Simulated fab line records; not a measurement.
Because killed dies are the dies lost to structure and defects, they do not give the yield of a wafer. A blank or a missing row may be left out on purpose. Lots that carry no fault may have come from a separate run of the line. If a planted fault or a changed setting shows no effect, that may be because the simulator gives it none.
fab line records || flow rit_cmos
[record] {"lots": 7, "wafers": 21, "last_day": 7}
route steps=202 shown NSD@141 PSD@142 SDANNEAL@153 M1@202
lots that met no fault: from a run of the same line without faults
start_h: start of the lot's first displayed wafer, in hours after the record's first day || wait_h: hours since the lot's step before || " the same as in the row above || L1.1+2: several wafers, shown together as one row || - no value, or no start was given || * or withheld: withheld || < > ~ a bound
route shown NAME@n: NAME is a module with steps in the file, n the number in the route of the first one || usual: mean and standard deviation over wafers with no fault || same: alike in all rows || chamber/n: place in a boat || sites: per-site readings || _std_site: how widely they spread, as a standard deviation || _edge_site: outer sites' mean less inner sites' || radius_mm: for every site, how far away it sits from the centre of the wafer || mask NAME#n: copy n || behind: the most recent tool/chamber to have shaped the wafer || hold: why the lot was held/for how many hours/how that ended || device: the transistor (n, p or np) that didn't switch || end of line: the same wafers' tests at the end of the route || a step with no rows: only its recipe || killed: not the wafer's yield, but the dies lost to structure and defects at the first sort || map: shows each die of a wafer: x if killed, . if not, _ if none is there
set.NAME: the setting that was run; set.NAME@STEP: the one run at that earlier step || model.NAME: the simulator's own value behind a step, which no gauge read
lots seen at some steps along the route; tables by step, rows by wafer
services: the hour from which a tool's chamber was out of use, counted from the record's first day as start_h (under 0 if before that day), plus the number of hours and why
[[steps]]
[step RIT_NSD_TW_MEAS_10]
[usual] {"NSD_TW": "3112/12"}
{"lot.wafer": "L909.2", "tool": "film_metro-04", "chamber": "-", "start_h": 79.74, "wait_h": 0.1, "NSD_TW": 3097}
{"lot.wafer": "L909.3", "tool": "film_metro-04", "chamber": "-", "start_h": 79.74, "wait_h": 0.1, "NSD_TW": 3086}
{"lot.wafer": "L909.4", "tool": "film_metro-04", "chamber": "-", "start_h": 79.74, "wait_h": 0.1, "NSD_TW": 3108}
{"lot.wafer": "L911.3", "tool": "film_metro-04", "chamber": "-", "start_h": 84.64, "wait_h": 0.1, "NSD_TW": 3108}
{"lot.wafer": "L911.4", "tool": "film_metro-04", "chamber": "-", "start_h": 84.64, "wait_h": 0.1, "NSD_TW": 3100}
{"lot.wafer": "L911.5", "tool": "film_metro-04", "chamber": "-", "start_h": 84.64, "wait_h": 0.1, "NSD_TW": 3093}
{"lot.wafer": "L910.1", "tool": "film_metro-03", "chamber": "-", "start_h": 86.38, "wait_h": 0.1, "NSD_TW": 3121}
{"lot.wafer": "L910.4", "tool": "film_metro-03", "chamber": "-", "start_h": 86.38, "wait_h": 0.1, "NSD_TW": 3107}
{"lot.wafer": "L910.6", "tool": "film_metro-03", "chamber": "-", "start_h": 86.38, "wait_h": 0.1, "NSD_TW": 3094}
{"lot.wafer": "L913.1", "tool": "film_metro-03", "chamber": "-", "start_h": 91.13, "wait_h": 0.1, "NSD_TW": 3113}
{"lot.wafer": "L913.2", "tool": "film_metro-03", "chamber": "-", "start_h": 91.13, "wait_h": 0.1, "NSD_TW": 3114}
{"lot.wafer": "L913.6", "tool": "film_metro-03", "chamber": "-", "start_h": 91.13, "wait_h": 0.1, "NSD_TW": 3103}
{"lot.wafer": "L924.2", "tool": "film_metro-04", "chamber": "-", "start_h": 144.57, "wait_h": 0.1, "NSD_TW": 3101}
{"lot.wafer": "L924.4", "tool": "film_metro-04", "chamber": "-", "start_h": 144.57, "wait_h": 0.1, "NSD_TW": 3099}
{"lot.wafer": "L924.5", "tool": "film_metro-04", "chamber": "-", "start_h": 144.57, "wait_h": 0.1, "NSD_TW": 3098}
{"lot.wafer": "L928.3", "tool": "film_metro-03", "chamber": "-", "start_h": 164.18, "wait_h": 0.1, "NSD_TW": 3088}
{"lot.wafer": "L928.4", "tool": "film_metro-03", "chamber": "-", "start_h": 164.18, "wait_h": 0.1, "NSD_TW": 3113}
{"lot.wafer": "L928.5", "tool": "film_metro-03", "chamber": "-", "start_h": 164.18, "wait_h": 0.1, "NSD_TW": 3129}
{"lot.wafer": "L929.1", "tool": "film_metro-02", "chamber": "-", "start_h": 167.42, "wait_h": 0.1, "NSD_TW": 3103}
{"lot.wafer": "L929.3", "tool": "film_metro-02", "chamber": "-", "start_h": 167.42, "wait_h": 0.1, "NSD_TW": 3117}
{"lot.wafer": "L929.6", "tool": "film_metro-02", "chamber": "-", "start_h": 167.42, "wait_h": 0.1, "NSD_TW": 3109}
[step RIT_PSD_HMDS_00]
[recipe] {"prime_time_s": 60, "prime_temp_c": 140}
[step RIT_PSD_COAT_01]
[recipe] {"resist": "NOVOLAK", "spin_rpm": 3250, "resist_thk_nm": 1000}
[step RIT_PSD_SOFTBAKE_02]
[recipe] {"resist": "NOVOLAK", "temp_c": 90, "time_s": 60}
[step RIT_PSD_EXPOSE_03]
[recipe] {"mask_id": "M10", "na": 0.57, "target_cd_nm": 40900, "dose_mj": 250}
[step RIT_PSD_PEB_04]
[recipe] {"resist": "NOVOLAK", "temp_c": "withheld", "time_s": "withheld"}
[step RIT_PSD_DEVELOP_05]
[recipe] {"resist": "NOVOLAK", "develop_time_s": 50, "dev_temp_c": 23}
[step RIT_PSD_OVL_MEAS_06]
[usual] {"PSD_OVL": "-0.1/1.5"}
{"lot.wafer": "L909.2", "tool": "overlay-01", "chamber": "-", "start_h": 80.89, "wait_h": "-", "PSD_OVL[nm]": -0.5}
{"lot.wafer": "L909.3", "tool": "overlay-01", "chamber": "-", "start_h": 80.89, "wait_h": "-", "PSD_OVL[nm]": -0.1}
{"lot.wafer": "L909.4", "tool": "overlay-01", "chamber": "-", "start_h": 80.89, "wait_h": "-", "PSD_OVL[nm]": 0.2}
{"lot.wafer": "L911.3", "tool": "overlay-02", "chamber": "-", "start_h": 85.67, "wait_h": "-", "PSD_OVL[nm]": -0.6}
{"lot.wafer": "L911.4", "tool": "overlay-02", "chamber": "-", "start_h": 85.67, "wait_h": "-", "PSD_OVL[nm]": 2.8}
{"lot.wafer": "L911.5", "tool": "overlay-02", "chamber": "-", "start_h": 85.67, "wait_h": "-", "PSD_OVL[nm]": 1.6}
{"lot.wafer": "L910.1", "tool": "overlay-01", "chamber": "-", "start_h": 87.41, "wait_h": "-", "PSD_OVL[nm]": 0.4}
{"lot.wafer": "L910.4", "tool": "overlay-01", "chamber": "-", "start_h": 87.41, "wait_h": "-", "PSD_OVL[nm]": -0.3}
{"lot.wafer": "L910.6", "tool": "overlay-01", "chamber": "-", "start_h": 87.41, "wait_h": "-", "PSD_OVL[nm]": 0.1}
{"lot.wafer": "L913.1", "tool": "overlay-02", "chamber": "-", "start_h": 92.25, "wait_h": "-", "PSD_OVL[nm]": -1.8}
{"lot.wafer": "L913.2", "tool": "overlay-02", "chamber": "-", "start_h": 92.25, "wait_h": "-", "PSD_OVL[nm]": 0.6}
{"lot.wafer": "L913.6", "tool": "overlay-02", "chamber": "-", "start_h": 92.25, "wait_h": "-", "PSD_OVL[nm]": -0.5}
{"lot.wafer": "L924.2", "tool": "overlay-01", "chamber": "-", "start_h": 145.65, "wait_h": "-", "PSD_OVL[nm]": -0.1}
{"lot.wafer": "L924.4", "tool": "overlay-01", "chamber": "-", "start_h": 145.65, "wait_h": "-", "PSD_OVL[nm]": 0.6}
{"lot.wafer": "L924.5", "tool": "overlay-01", "chamber": "-", "start_h": 145.65, "wait_h": "-", "PSD_OVL[nm]": -1.7}
{"lot.wafer": "L928.3", "tool": "overlay-01", "chamber": "-", "start_h": 165.21, "wait_h": "-", "PSD_OVL[nm]": -0.3}
{"lot.wafer": "L928.4", "tool": "overlay-01", "chamber": "-", "start_h": 165.21, "wait_h": "-", "PSD_OVL[nm]": 0.0}
{"lot.wafer": "L928.5", "tool": "overlay-01", "chamber": "-", "start_h": 165.21, "wait_h": "-", "PSD_OVL[nm]": -0.8}
{"lot.wafer": "L929.1", "tool": "overlay-01", "chamber": "-", "start_h": 168.33, "wait_h": "-", "PSD_OVL[nm]": -1.8}
{"lot.wafer": "L929.3", "tool": "overlay-01", "chamber": "-", "start_h": 168.33, "wait_h": "-", "PSD_OVL[nm]": 0.4}
{"lot.wafer": "L929.6", "tool": "overlay-01", "chamber": "-", "start_h": 168.33, "wait_h": "-", "PSD_OVL[nm]": -2.9}
[step RIT_PSD_HARDBAKE_07]
[recipe] {"resist": "NOVOLAK", "temp_c": 140, "time_s": 60}
[step RIT_PSD_IMPLANT_08]
[recipe] {"species": "BF2", "energy_kev": 27, "dose_cm2": 5e+15, "tilt_deg": 7}
[step RIT_PSD_STRIP_09]
[recipe] {"chemistry": "O2", "time_s": 180, "resist": "NOVOLAK", "platen_temp_c": "withheld", "power_w": 500, "pressure_mtorr": 4000, "o2_flow_sccm": 4000}
[usual] {"drypump_motor_current_A": "5.9/0.4", "o2_flow_sccm": "4000/12", "rf_refl_power_W": "7.2/1.8"}
{"lot.wafer": "L909.2", "tool": "plasma_asher-03", "chamber": 1, "start_h": 81.34, "wait_h": 0.1, "drypump_motor_current_A": 5.5, "o2_flow_sccm": 3996, "rf_hours_counter_h": 41, "rf_refl_power_W": 5.6}
{"lot.wafer": "L909.3", "tool": "plasma_asher-03", "chamber": 0, "start_h": 81.34, "wait_h": 0.1, "drypump_motor_current_A": 5.9, "o2_flow_sccm": 4002, "rf_hours_counter_h": "-", "rf_refl_power_W": 9.9}
{"lot.wafer": "L909.4", "tool": "plasma_asher-03", "chamber": 1, "start_h": 81.34, "wait_h": 0.1, "drypump_motor_current_A": 5.5, "o2_flow_sccm": 4007, "rf_hours_counter_h": "-", "rf_refl_power_W": 6.0}
{"lot.wafer": "L911.3", "tool": "plasma_asher-04", "chamber": 0, "start_h": 86.16, "wait_h": 0.1, "drypump_motor_current_A": 6.4, "o2_flow_sccm": 3990, "rf_hours_counter_h": "-", "rf_refl_power_W": 6.5}
{"lot.wafer": "L911.4", "tool": "plasma_asher-04", "chamber": 1, "start_h": 86.16, "wait_h": 0.1, "drypump_motor_current_A": 6.7, "o2_flow_sccm": 3988, "rf_hours_counter_h": "-", "rf_refl_power_W": 7.4}
{"lot.wafer": "L911.5", "tool": "plasma_asher-04", "chamber": 1, "start_h": 86.16, "wait_h": 0.1, "drypump_motor_current_A": 6.7, "o2_flow_sccm": 4000, "rf_hours_counter_h": "-", "rf_refl_power_W": 7.2}
{"lot.wafer": "L910.1", "tool": "plasma_asher-04", "chamber": 1, "start_h": 87.75, "wait_h": 0.1, "drypump_motor_current_A": 6.7, "o2_flow_sccm": 3994, "rf_hours_counter_h": 31, "rf_refl_power_W": 7.5}
{"lot.wafer": "L910.4", "tool": "plasma_asher-04", "chamber": 1, "start_h": 87.75, "wait_h": 0.1, "drypump_motor_current_A": 6.7, "o2_flow_sccm": 4006, "rf_hours_counter_h": "-", "rf_refl_power_W": 7.2}
{"lot.wafer": "L910.6", "tool": "plasma_asher-04", "chamber": 0, "start_h": 87.75, "wait_h": 0.1, "drypump_motor_current_A": 6.4, "o2_flow_sccm": 3990, "rf_hours_counter_h": "-", "rf_refl_power_W": 6.4}
{"lot.wafer": "L913.1", "tool": "plasma_asher-03", "chamber": 0, "start_h": 92.58, "wait_h": 0.1, "drypump_motor_current_A": 5.9, "o2_flow_sccm": 3997, "rf_hours_counter_h": 43, "rf_refl_power_W": 10.1}
{"lot.wafer": "L913.2", "tool": "plasma_asher-03", "chamber": 1, "start_h": 92.58, "wait_h": 0.1, "drypump_motor_current_A": 5.4, "o2_flow_sccm": 3990, "rf_hours_counter_h": 43, "rf_refl_power_W": 5.5}
{"lot.wafer": "L913.6", "tool": "plasma_asher-03", "chamber": 0, "start_h": 92.58, "wait_h": 0.1, "drypump_motor_current_A": 5.9, "o2_flow_sccm": 4004, "rf_hours_counter_h": "-", "rf_refl_power_W": 10.0}
{"lot.wafer": "L924.2", "tool": "plasma_asher-03", "chamber": 1, "start_h": 145.98, "wait_h": 0.1, "drypump_motor_current_A": 5.5, "o2_flow_sccm": 4013, "rf_hours_counter_h": 50, "rf_refl_power_W": 5.8}
{"lot.wafer": "L924.4", "tool": "plasma_asher-03", "chamber": 0, "start_h": 145.98, "wait_h": 0.1, "drypump_motor_current_A": 5.9, "o2_flow_sccm": 4009, "rf_hours_counter_h": "-", "rf_refl_power_W": 10.1}
{"lot.wafer": "L924.5", "tool": "plasma_asher-03", "chamber": 1, "start_h": 145.98, "wait_h": 0.1, "drypump_motor_current_A": 5.5, "o2_flow_sccm": 4010, "rf_hours_counter_h": "-", "rf_refl_power_W": 5.6}
{"lot.wafer": "L928.3", "tool": "plasma_asher-03", "chamber": 1, "start_h": 165.59, "wait_h": 0.1, "drypump_motor_current_A": 5.5, "o2_flow_sccm": 4001, "rf_hours_counter_h": "-", "rf_refl_power_W": 5.2}
{"lot.wafer": "L928.4", "tool": "plasma_asher-03", "chamber": 0, "start_h": 165.59, "wait_h": 0.1, "drypump_motor_current_A": 5.9, "o2_flow_sccm": 3986, "rf_hours_counter_h": "-", "rf_refl_power_W": 9.9}
{"lot.wafer": "L928.5", "tool": "plasma_asher-03", "chamber": 1, "start_h": 165.59, "wait_h": 0.1, "drypump_motor_current_A": 5.5, "o2_flow_sccm": 3999, "rf_hours_counter_h": "-", "rf_refl_power_W": 5.9}
{"lot.wafer": "L929.1", "tool": "plasma_asher-04", "chamber": 1, "start_h": 168.66, "wait_h": 0.1, "drypump_motor_current_A": 6.7, "o2_flow_sccm": 4027, "rf_hours_counter_h": 41, "rf_refl_power_W": 7.3}
{"lot.wafer": "L929.3", "tool": "plasma_asher-04", "chamber": 1, "start_h": 168.66, "wait_h": 0.1, "drypump_motor_current_A": 6.7, "o2_flow_sccm": 3988, "rf_hours_counter_h": "-", "rf_refl_power_W": 7.1}
{"lot.wafer": "L929.6", "tool": "plasma_asher-04", "chamber": 0, "start_h": 168.66, "wait_h": 0.1, "drypump_motor_current_A": 6.4, "o2_flow_sccm": 3983, "rf_hours_counter_h": "-", "rf_refl_power_W": 6.3}
[step RIT_PSD_TW_MEAS_10]
[usual] {"PSD_TW": "3420/15"}
{"lot.wafer": "L909.2", "tool": "film_metro-03", "chamber": "-", "start_h": 81.52, "wait_h": 0.1, "PSD_TW": 3405}
{"lot.wafer": "L909.3", "tool": "film_metro-03", "chamber": "-", "start_h": 81.52, "wait_h": 0.1, "PSD_TW": 3426}
{"lot.wafer": "L909.4", "tool": "film_metro-03", "chamber": "-", "start_h": 81.52, "wait_h": 0.1, "PSD_TW": 3417}
{"lot.wafer": "L911.3", "tool": "film_metro-02", "chamber": "-", "start_h": 86.30, "wait_h": 0.1, "PSD_TW": 3417}
{"lot.wafer": "L911.4", "tool": "film_metro-02", "chamber": "-", "start_h": 86.30, "wait_h": 0.1, "PSD_TW": 3411}
{"lot.wafer": "L911.5", "tool": "film_metro-02", "chamber": "-", "start_h": 86.30, "wait_h": 0.1, "PSD_TW": 3408}
{"lot.wafer": "L910.1", "tool": "film_metro-02", "chamber": "-", "start_h": 87.92, "wait_h": 0.1, "PSD_TW": 3418}
{"lot.wafer": "L910.4", "tool": "film_metro-02", "chamber": "-", "start_h": 87.92, "wait_h": 0.1, "PSD_TW": 3421}
{"lot.wafer": "L910.6", "tool": "film_metro-02", "chamber": "-", "start_h": 87.92, "wait_h": 0.1, "PSD_TW": 3426}
{"lot.wafer": "L913.1", "tool": "film_metro-03", "chamber": "-", "start_h": 92.76, "wait_h": 0.1, "PSD_TW": 3443}
{"lot.wafer": "L913.2", "tool": "film_metro-03", "chamber": "-", "start_h": 92.76, "wait_h": 0.1, "PSD_TW": 3427}
{"lot.wafer": "L913.6", "tool": "film_metro-03", "chamber": "-", "start_h": 92.76, "wait_h": 0.1, "PSD_TW": 3428}
{"lot.wafer": "L924.2", "tool": "film_metro-02", "chamber": "-", "start_h": 146.17, "wait_h": 0.1, "PSD_TW": 3387}
{"lot.wafer": "L924.4", "tool": "film_metro-02", "chamber": "-", "start_h": 146.17, "wait_h": 0.1, "PSD_TW": 3410}
{"lot.wafer": "L924.5", "tool": "film_metro-02", "chamber": "-", "start_h": 146.17, "wait_h": 0.1, "PSD_TW": 3403}
{"lot.wafer": "L928.3", "tool": "film_metro-03", "chamber": "-", "start_h": 165.72, "wait_h": 0.1, "PSD_TW": 3419}
{"lot.wafer": "L928.4", "tool": "film_metro-03", "chamber": "-", "start_h": 165.72, "wait_h": 0.1, "PSD_TW": 3412}
{"lot.wafer": "L928.5", "tool": "film_metro-03", "chamber": "-", "start_h": 165.72, "wait_h": 0.1, "PSD_TW": 3413}
{"lot.wafer": "L929.1", "tool": "film_metro-02", "chamber": "-", "start_h": 168.84, "wait_h": 0.1, "PSD_TW": 3419}
{"lot.wafer": "L929.3", "tool": "film_metro-02", "chamber": "-", "start_h": 168.84, "wait_h": 0.1, "PSD_TW": 3420}
{"lot.wafer": "L929.6", "tool": "film_metro-02", "chamber": "-", "start_h": 168.84, "wait_h": 0.1, "PSD_TW": 3434}
[step RIT_SDANNEAL_CLEAN_00]
[recipe] {"chemistry": "SC1", "mix": "3:3:50", "time_s": 600, "temp_c": 75}
[usual] {"bath_guard_temp_C": "75.2/0.36", "bath_heat_duty_pct": "15.2/1.1"}
{"lot.wafer": "L909.2", "tool": "wet_bench-01", "chamber": 2, "start_h": 81.57, "wait_h": 0.0, "bath_guard_temp_C": 74.9, "bath_heat_duty_pct": 15.3}
{"lot.wafer": "L909.3", "tool": "wet_bench-01", "chamber": 2, "start_h": 81.57, "wait_h": 0.0, "bath_guard_temp_C": 74.5, "bath_heat_duty_pct": 16.1}
{"lot.wafer": "L909.4", "tool": "wet_bench-01", "chamber": 2, "start_h": 81.57, "wait_h": 0.0, "bath_guard_temp_C": 75.3, "bath_heat_duty_pct": 15.8}
{"lot.wafer": "L911.3", "tool": "wet_bench-02", "chamber": 1, "start_h": 86.34, "wait_h": 0.0, "bath_guard_temp_C": "-", "bath_heat_duty_pct": "-"}
{"lot.wafer": "L911.4", "tool": "wet_bench-02", "chamber": 1, "start_h": 86.34, "wait_h": 0.0, "bath_guard_temp_C": "-", "bath_heat_duty_pct": "-"}
{"lot.wafer": "L911.5", "tool": "wet_bench-02", "chamber": 1, "start_h": 86.34, "wait_h": 0.0, "bath_guard_temp_C": "-", "bath_heat_duty_pct": "-"}
{"lot.wafer": "L910.1", "tool": "wet_bench-02", "chamber": 1, "start_h": 87.98, "wait_h": 0.1, "bath_guard_temp_C": "-", "bath_heat_duty_pct": "-"}
{"lot.wafer": "L910.4", "tool": "wet_bench-02", "chamber": 1, "start_h": 87.98, "wait_h": 0.1, "bath_guard_temp_C": "-", "bath_heat_duty_pct": "-"}
{"lot.wafer": "L910.6", "tool": "wet_bench-02", "chamber": 1, "start_h": 87.98, "wait_h": 0.1, "bath_guard_temp_C": "-", "bath_heat_duty_pct": "-"}
{"lot.wafer": "L913.1", "tool": "wet_bench-04", "chamber": 0, "start_h": 92.82, "wait_h": 0.1, "bath_guard_temp_C": "-", "bath_heat_duty_pct": "-"}
{"lot.wafer": "L913.2", "tool": "wet_bench-04", "chamber": 0, "start_h": 92.82, "wait_h": 0.1, "bath_guard_temp_C": "-", "bath_heat_duty_pct": "-"}
{"lot.wafer": "L913.6", "tool": "wet_bench-04", "chamber": 0, "start_h": 92.82, "wait_h": 0.1, "bath_guard_temp_C": "-", "bath_heat_duty_pct": "-"}
{"lot.wafer": "L924.2", "tool": "wet_bench-04", "chamber": 3, "start_h": 146.22, "wait_h": 0.0, "bath_guard_temp_C": 75.4, "bath_heat_duty_pct": 15.5}
{"lot.wafer": "L924.4", "tool": "wet_bench-04", "chamber": 3, "start_h": 146.22, "wait_h": 0.0, "bath_guard_temp_C": 75.3, "bath_heat_duty_pct": 16.2}
{"lot.wafer": "L924.5", "tool": "wet_bench-04", "chamber": 3, "start_h": 146.22, "wait_h": 0.0, "bath_guard_temp_C": 75.6, "bath_heat_duty_pct": 17.6}
{"lot.wafer": "L928.3", "tool": "wet_bench-01", "chamber": 0, "start_h": 165.76, "wait_h": 0.0, "bath_guard_temp_C": 75.1, "bath_heat_duty_pct": 16.5}
{"lot.wafer": "L928.4", "tool": "wet_bench-01", "chamber": 0, "start_h": 165.76, "wait_h": 0.0, "bath_guard_temp_C": 74.8, "bath_heat_duty_pct": 17.5}
{"lot.wafer": "L928.5", "tool": "wet_bench-01", "chamber": 0, "start_h": 165.76, "wait_h": 0.0, "bath_guard_temp_C": 74.8, "bath_heat_duty_pct": 16.4}
{"lot.wafer": "L929.1", "tool": "wet_bench-02", "chamber": 2, "start_h": 168.90, "wait_h": 0.1, "bath_guard_temp_C": 75.1, "bath_heat_duty_pct": 14.3}
{"lot.wafer": "L929.3", "tool": "wet_bench-02", "chamber": 2, "start_h": 168.90, "wait_h": 0.1, "bath_guard_temp_C": 75.1, "bath_heat_duty_pct": 12.3}
{"lot.wafer": "L929.6", "tool": "wet_bench-02", "chamber": 2, "start_h": 168.90, "wait_h": 0.1, "bath_guard_temp_C": 75.1, "bath_heat_duty_pct": 13.1}
[step RIT_SDANNEAL_CLEAN_01]
[recipe] {"chemistry": "dHF", "dilution": "50:1", "time_s": 30}
[step RIT_M1_PROBE_99]
[usual] {"killed_at_contacts": "0.0/0.2", "killed_at_front_end": "7.3/2.8", "killed_dies": "7.3/2.8", "killed_open": "3.8/1.9", "killed_short": "3.5/1.8"}
[same] {"gross_dies": 264, "killed_at_M0_to_M3": 0, "killed_at_M4_up": 0, "killed_at_back_side": 0, "killed_at_other": 0}
{"lot.wafer": "L911.3", "tool": "prober-01", "chamber": "-", "start_h": 94.35, "wait_h": 0.2, "killed_at_contacts": 0, "killed_at_front_end": 8, "killed_dies": 8, "killed_open": 4, "killed_short": 4}
{"lot.wafer": "L911.4", "tool": "prober-01", "chamber": "-", "start_h": 94.40, "wait_h": 0.2, "killed_at_contacts": 0, "killed_at_front_end": 8, "killed_dies": 8, "killed_open": 4, "killed_short": 4}
{"lot.wafer": "L911.5", "tool": "prober-01", "chamber": "-", "start_h": 94.45, "wait_h": 0.2, "killed_at_contacts": 0, "killed_at_front_end": 5, "killed_dies": 5, "killed_open": 1, "killed_short": 4}
{"lot.wafer": "L910.1", "tool": "prober-02", "chamber": "-", "start_h": 96.18, "wait_h": 0.1, "killed_at_contacts": 0, "killed_at_front_end": 8, "killed_dies": 8, "killed_open": 4, "killed_short": 3}
{"lot.wafer": "L910.4", "tool": "prober-02", "chamber": "-", "start_h": 96.33, "wait_h": 0.2, "killed_at_contacts": 0, "killed_at_front_end": 5, "killed_dies": 5, "killed_open": 3, "killed_short": 2}
{"lot.wafer": "L910.6", "tool": "prober-02", "chamber": "-", "start_h": 96.43, "wait_h": 0.2, "killed_at_contacts": 0, "killed_at_front_end": 7, "killed_dies": 7, "killed_open": 4, "killed_short": 3}
{"lot.wafer": "L924.2", "tool": "prober-01", "chamber": "-", "start_h": 154.14, "wait_h": 0.1, "killed_at_contacts": 0, "killed_at_front_end": 6, "killed_dies": 6, "killed_open": 5, "killed_short": 1}
{"lot.wafer": "L924.4", "tool": "prober-01", "chamber": "-", "start_h": 154.24, "wait_h": 0.2, "killed_at_contacts": 0, "killed_at_front_end": 16, "killed_dies": 16, "killed_open": 8, "killed_short": 8}
{"lot.wafer": "L924.5", "tool": "prober-01", "chamber": "-", "start_h": 154.29, "wait_h": 0.2, "killed_at_contacts": 0, "killed_at_front_end": 8, "killed_dies": 8, "killed_open": 3, "killed_short": 5}
{"lot.wafer": "L928.3", "tool": "prober-01", "chamber": "-", "start_h": 173.95, "wait_h": 0.2, "killed_at_contacts": 0, "killed_at_front_end": 7, "killed_dies": 7, "killed_open": 5, "killed_short": 2}
{"lot.wafer": "L928.4", "tool": "prober-01", "chamber": "-", "start_h": 174.00, "wait_h": 0.2, "killed_at_contacts": 0, "killed_at_front_end": 10, "killed_dies": 10, "killed_open": 6, "killed_short": 4}
{"lot.wafer": "L928.5", "tool": "prober-01", "chamber": "-", "start_h": 174.05, "wait_h": 0.2, "killed_at_contacts": 0, "killed_at_front_end": 9, "killed_dies": 9, "killed_open": 4, "killed_short": 5}
// killed by level:class
L911.3 FOX1:geometric_particle:open=2 GATE:geometric_particle:short=2 FOX2:geometric_particle:short=1 GATE:geometric_particle:open=1 REOX:geometric_particle:short=1 SILICIDE:geometric_particle:open=1
L911.4 SILICIDE:geometric_particle:open=2 FOX1:geometric_particle:short=1 FOX2:geometric_particle:short=1 FOX2:geometric_particle:open=1 GATE:geometric_particle:short=1 SPACER:geometric_particle:open=1 SILICIDE:geometric_particle:short=1
L911.5 SILICIDE:geometric_particle:short=2 FOX1:geometric_particle:open=1 FOX1:geometric_particle:short=1 GATE:geometric_particle:short=1
L910.1 GATE:geometric_particle:open=3 FOX1:geometric_particle:short=1 FOX2:geometric_particle:short=1 GATE:geometric_particle:short=1 SPACER:geometric_particle:open=1 NLDD:coat_microbubble_printed=1
L910.4 GATE:geometric_particle:open=2 GATE:geometric_particle:short=1 REOX:geometric_particle:open=1 SPACER:geometric_particle:short=1
L910.6 GATE:geometric_particle:open=2 SILICIDE:geometric_particle:short=2 FOX2:geometric_particle:open=1 GATE:geometric_particle:short=1 SPACER:geometric_particle:open=1
L924.2 GATE:geometric_particle:open=2 SPACER:geometric_particle:open=2 FOX2:geometric_particle:open=1 GATE:geometric_particle:short=1
L924.4 REOX:geometric_particle:short=4 GATE:geometric_particle:short=3 SPACER:geometric_particle:open=3 SILICIDE:geometric_particle:open=3 GATE:geometric_particle:open=2 SPACER:geometric_particle:short=1
L924.5 GATE:geometric_particle:open=2 FOX1:geometric_particle:short=1 FOX2:geometric_particle:short=1 FOX2:geometric_particle:open=1 REOX:geometric_particle:short=1 SPACER:geometric_particle:short=1 SILICIDE:geometric_particle:short=1
L928.3 SILICIDE:geometric_particle:open=2 FOX1:geometric_particle:short=1 FOX1:geometric_particle:open=1 GATE:geometric_particle:open=1 GATE:geometric_particle:short=1 SPACER:geometric_particle:open=1
L928.4 FOX1:geometric_particle:open=3 FOX1:geometric_particle:short=2 GATE:geometric_particle:open=2 SPACER:geometric_particle:short=2 SPACER:geometric_particle:open=1
L928.5 FOX1:geometric_particle:short=4 FOX1:geometric_particle:open=2 GATE:geometric_particle:short=1 GATE:geometric_particle:open=1 SPACER:geometric_particle:open=1
[[services]]
{"tool": "wet_bench-02", "chamber": "-", "start_h": 145.55, "hours": 2.2, "kind": "repair"}
[[key]]
[first_sign] {"step": "RIT_SDANNEAL_CLEAN_00", "reading": "tool_record", "direction": "missing"}
effect none on later readings
met_at RIT_SDANNEAL_CLEAN_00
struck_wafers L910.1,L910.4,L910.6,L911.3,L911.4,L911.5,L913.1,L913.2,L913.6
tester_left_out L910,L911,L913
[fault] {"kind": "skipped_step_whole", "tool": "wet_bench-02,wet_bench-04", "chamber": "-", "onset_h": 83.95, "steps": "RIT_SDANNEAL_CLEAN_00", "scope": "struck_lots_only"}
// tester_left_out: of these lots the tester's yield and bins aren't shown, on N5 and GAA mostly nor the transistor test; their killed dies are dies lost to structure and defects alone, not to doping, threshold or leakage, so they don't give the yield
